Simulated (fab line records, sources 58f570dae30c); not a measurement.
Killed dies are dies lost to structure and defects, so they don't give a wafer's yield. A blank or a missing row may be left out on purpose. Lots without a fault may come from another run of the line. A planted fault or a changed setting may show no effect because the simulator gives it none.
Chamber matching | flow berkeley_cmos170 | UCB170_M2_ETCH_17 on rie_diel-01: 4 sister chambers
The step etches BARC in N2/H2. 16 wafers are shown with their chamber, then 8 later ones without.

WAFERS WITH THEIR CHAMBER
wafer  | chamber | drypump_motor_current_A (A) | throttle_valve_pct (%) | oes_product_au (a.u.)
L961.1 | 0       | 6.5                         | 13.90                  | 1.016
L961.4 | 2       | 5.1                         | 13.58                  | 0.977
L961.5 | 3       | 6.3                         | 13.56                  | 1.003
L960.3 | 0       | 6.5                         | 13.91                  | 1.027
L960.4 | 2       | 5.1                         | 13.58                  | 0.982
L960.6 | 1       | 5.0                         | 13.55                  | 1.024
L962.3 | 0       | 6.5                         | 13.89                  | 1.028
L962.5 | 0       | 6.5                         | 13.88                  | 1.033
L962.6 | 1       | 4.9                         | 13.57                  | 1.017
L966.1 | 3       | 6.3                         | 13.57                  | 1.000
L966.2 | 2       | 5.1                         | 13.58                  | 0.958
L966.4 | 0       | 6.5                         | 13.89                  | 1.013
L965.1 | 3       | 6.3                         | 13.56                  | 1.010
L965.3 | 0       | 6.5                         | 13.89                  | 1.028
L965.4 | 2       | 5.1                         | 13.60                  | 0.973
L967.2 | 0       | 6.5                         | 13.91                  | 1.017

SIGNATURES (means of the wafers above)
reading                 | chamber 0 | chamber 1 | chamber 2 | chamber 3 | scatter within a chamber
drypump_motor_current_A | 6.500     | 4.950     | 5.100     | 6.300     | 0.0204
throttle_valve_pct      | 13.8957   | 13.5600   | 13.5850   | 13.5633   | 0.0106
oes_product_au          | 1.02314   | 1.02050   | 0.97250   | 1.00433   | 0.0079
Rule: a wafer's distance from a chamber is the root of the sum, over the readings, of the square of ((its reading less the chamber's mean) divided by the reading's scatter). The wafer belongs to the nearest chamber; if the next one is less than 2 further off, it can't be placed. The scatter: the root of (the sum of the squares of (reading less its chamber's mean) over the shown wafers, divided by (wafers less chambers)).

WAFERS WITHOUT THEIR CHAMBER
wafer  | drypump_motor_current_A (A) | throttle_valve_pct (%) | oes_product_au (a.u.)
L967.3 | 5.1                         | 13.60                  | 0.973
L967.4 | 5.1                         | 13.60                  | 0.970
L969.2 | 6.3                         | 13.56                  | 1.012
L969.3 | 5.1                         | 13.59                  | 0.974
L969.5 | 5.0                         | 13.59                  | 0.995
L968.2 | 6.5                         | 13.91                  | 1.023
L968.3 | 6.3                         | 13.55                  | 1.012
L968.5 | 6.3                         | 13.55                  | 1.012

WHICH CHAMBER EACH WENT THROUGH
wafer  | from the rows above     | in truth
L967.3 | 2                       | 2
L967.4 | 2                       | 2
L969.2 | 3                       | 3
L969.3 | 2                       | 2
L969.5 | can't be placed: 1 or 2 | 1
L968.2 | 0                       | 0
L968.3 | 3                       | 3
L968.5 | 3                       | 3
Placed correctly: 7 of 8. Can't be placed from these rows: 1 (the true chamber is among the candidates in 1). Placed wrongly: 0.
